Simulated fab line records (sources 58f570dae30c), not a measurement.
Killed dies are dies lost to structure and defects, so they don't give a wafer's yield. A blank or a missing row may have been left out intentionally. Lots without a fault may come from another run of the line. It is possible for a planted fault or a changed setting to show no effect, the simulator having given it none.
Which of the tools did it? -- flow berkeleyCmos170 -- Sampling: 14 lots, 42 wafers, 5 of 331 route steps

WHAT EACH GAUGE READ, for each wafer
UCB170_PFIELD_OVL_MEAS_06.
lot,measured,on,PFIELD_OVL (nm)
L806,day 4 10:44,overlay-02,-15 -11 -15
L812,day 5 11:53,overlay-02,-11 -9 -8
L811,day 5 12:36,overlay-01,-4 -3 -10
L814,day 5 18:30,overlay-01,-6 -8 -2
L815,day 6 21:42,overlay-02,-2 -5 -3
L816,day 6 22:02,overlay-01,-7 -2 -5
L818,day 7 03:04,overlay-01,3 1 1
L819,day 7 03:16,overlay-02,-13 -8 -9
L822,day 7 14:01,overlay-01,-5 -16 -12
L824,day 7 21:51,overlay-01,-13 -14 -11
L826,day 8 09:58,overlay-02,-10 -28 -9
L829,day 8 21:47,overlay-02,-3 2 2
L827,day 8 22:02,overlay-02,-3 0 0
L828,day 9 17:13,overlay-02,-4 0 -7

UCB170_SACOX_THK_MEAS_02.
lot,measured,on,SACOX_OXIDE_THK (nm)
L806,day 5 05:57,filmMetro-03,14.47 14.52 14.29
L812,day 6 06:03,filmMetro-01,14.28 14.50 14.36
L811,day 6 06:02,filmMetro-03,14.43 14.22 14.44
L814,day 6 14:07,filmMetro-01,13.59 13.89 13.98
L815,day 7 11:22,filmMetro-01,14.44 14.48 14.29
L816,day 7 11:23,filmMetro-02,14.48 14.60 14.23
L818,day 7 16:34,filmMetro-03,14.07 13.94 13.99
L819,day 7 16:37,filmMetro-03,14.13 13.91 14.04
L822,day 8 07:37,filmMetro-02,14.55 14.80 14.71
L824,day 8 16:04,filmMetro-03,14.46 14.33 14.62
L826,day 9 04:56,filmMetro-03,14.20 14.50 14.56
L829,day 9 19:06,filmMetro-03,14.32 14.23 14.28
L827,day 10 02:16,filmMetro-03,14.04 14.06 14.19
L828,day 10 16:00,filmMetro-03,14.90 14.63 14.93

UCB170_GATE_THK_MEAS_02.
lot,measured,on,GATE_OXIDE_THK (nm)
L806,day 5 23:15,filmMetro-01,6.61 6.71 6.67
L812,day 6 23:59,filmMetro-01,6.38 6.57 6.51
L811,day 6 23:59,filmMetro-02,6.42 6.47 6.64
L814,day 7 03:24,filmMetro-01,6.54 6.43 6.51
L815,day 8 03:28,filmMetro-02,6.50 6.67 6.59
L816,day 8 03:28,filmMetro-01,6.49 6.39 6.59
L818,day 8 09:05,filmMetro-02,6.65 6.75 6.55
L819,day 8 09:04,filmMetro-01,6.33 6.33 6.36
L822,day 9 01:54,filmMetro-02,6.63 6.46 6.49
L824,day 9 15:21,filmMetro-01,6.39 6.27 6.20
L826,day 10 06:03,filmMetro-02,6.48 6.48 6.45
L829,day 10 17:50,filmMetro-01,6.38 6.42 6.50
L827,day 10 23:33,filmMetro-03,6.18 6.11 6.29
L828,day 11 06:31,filmMetro-02,6.65 6.59 6.69

UCB170_PLDD_CD_MEAS_06: the cd target is 1200 nm.
lot,measured,on,cdNm (nm)
L806,day 6 09:45,cdSem-01,1200.1 1200.3 1199.2
L812,day 7 09:21,cdSem-01,1200.5 1200.1 1199.0
L811,day 7 09:03,cdSem-02,1199.6 1200.7 1199.3
L814,day 7 12:06,cdSem-02,1199.1 1200.1 1199.1
L815,day 8 13:07,cdSem-01,1199.1 1199.1 1201.0
L816,day 8 12:45,cdSem-02,1197.2 1197.6 1198.4
L818,day 8 19:20,cdSem-02,1199.0 1200.1 1198.4
L819,day 8 19:25,cdSem-02,1200.2 1200.9 1200.5
L822,day 9 13:41,cdSem-01,1200.4 1199.6 1200.3
L824,day 10 01:47,cdSem-02,1199.5 1199.7 1199.5
L826,day 10 16:50,cdSem-01,1199.8 1199.5 1199.2
L829,day 11 02:57,cdSem-02,1199.8 1198.2 1198.6
L827,day 11 08:07,cdSem-02,1200.8 1200.8 1200.3
L828,day 11 17:39,cdSem-02,1200.3 1200.3 1199.8

WHAT TOOL EACH LOT RAN ON (gives the tool, then ch and the chambers of the sampled wafers, and finally the start)
lot,UCB170_GATE_OXIDATION_01
L806,"furnace-04 ch 0, day 5 21:45"
L812,"furnace-04 ch 0, day 6 22:28"
L811,"furnace-04 ch 0, day 6 22:28"
L814,"furnace-01 ch 0, day 7 01:53"
L815,"furnace-02 ch 0, day 8 01:58"
L816,"furnace-02 ch 0, day 8 01:58"
L818,"furnace-01 ch 0, day 8 07:34"
L819,"furnace-01 ch 0, day 8 07:34"
L822,"furnace-01 ch 0, day 9 00:24"
L824,"furnace-01 ch 0, day 9 13:51"
L826,"furnace-02 ch 0, day 10 04:32"
L829,"furnace-04 ch 0, day 10 16:19"
L827,"furnace-01 ch 0, day 10 22:02"
L828,"furnace-04 ch 0, day 11 05:01"
- UCB170_GATE_OXIDATION_01: target thk 6.6 nm, ox time 1800 s.

AS READ BY THE TOOLS THEMSELVES (means over the sampled wafers that have a number; for cases with no such wafer, the mark the record gives instead)
UCB170_GATE_OXIDATION_01.
lot,tool,spikeTcCentreC (C),spikeTcLoadC (C),tubeCenterTempC (C),tube_center_temp_C_max
L806,furnace-04,852.7,876.9,850.04,851.9
L812,furnace-04,853.2,876.6,850.04,852.1
L811,furnace-04,852.5,877.0,850.00,852.3
L814,furnace-01,854.0,877.4,850.00,852.2
L815,furnace-02,851.8,878.2,849.97,852.3
L816,furnace-02,852.6,878.4,850.05,852.1
L818,furnace-01,853.7,878.1,849.99,852.1
L819,furnace-01,854.1,878.5,850.01,852.5
L822,furnace-01,854.1,877.9,849.93,852.1
L824,furnace-01,848.6,873.7,844.95,847.6
L826,furnace-02,851.5,878.5,850.01,852.1
L829,furnace-04,853.6,875.7,849.93,852.1
L827,furnace-01,848.8,871.9,844.98,847.4
L828,furnace-04,853.7,876.7,850.00,852.3

THE ANSWER, worked out from the rows above alone
Rule: the usual values come from the lots themselves. Put in order of their means at a reading, lots are off if they are a third of the lots or fewer, leave a main group of 4 or more, and stand apart from it by a gap of 3 or more times the standard deviation of the main group's means; of several such gaps the widest counts. The tables above print the reading to a certain number of digits; a main group whose means all agree to those digits is not used. Also off: a lot with no number at a reading for which 4 or more lots have one. Any other lot the step has rows for is counted as sound. The gauges are gone through in route order, then the tools' own readings, and for those a lot's mean is taken as printed above. At the first step where some lot is off, the reading lying furthest off is the one used; lots without a number count as furthest.
Off: L824, L827 (UCB170_GATE_OXIDATION_01, tubeCenterTempC). The main group has a mean of 850.00 C with a standard deviation of 0.037.
If a tool, at that step or one of the process steps before it, ran each lot that is off and ran no sound lot following the first of them, it fits. One candidate fits, namely furnace-01 at UCB170_GATE_OXIDATION_01. Its last sound lot is L822 (day 9 00:24), its first lot that is off L824 (day 9 13:51): a fault that began between those two fits.
The tool's own readings at UCB170_GATE_OXIDATION_01 bear it out: on the lots that are off they differ by more than 5 times the standard deviation of the sound lots' means. spikeTcCentreC reads 848.7 C there against 853.1 C on the sound lots; spikeTcLoadC reads 872.8 C there against 877.5 C on the sound lots; tubeCenterTempC reads 844.97 C there against 850.00 C on the sound lots; tube_center_temp_C_max reads 847.5 there against 852.2 on the sound lots.

WHAT WAS PUT IN BY THE SIMULATOR
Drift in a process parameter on furnace-01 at UCB170_GATE_OXIDATION_01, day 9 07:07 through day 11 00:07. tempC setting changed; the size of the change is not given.
Lots struck among those shown: L824, L827. The same result came from the rule above.
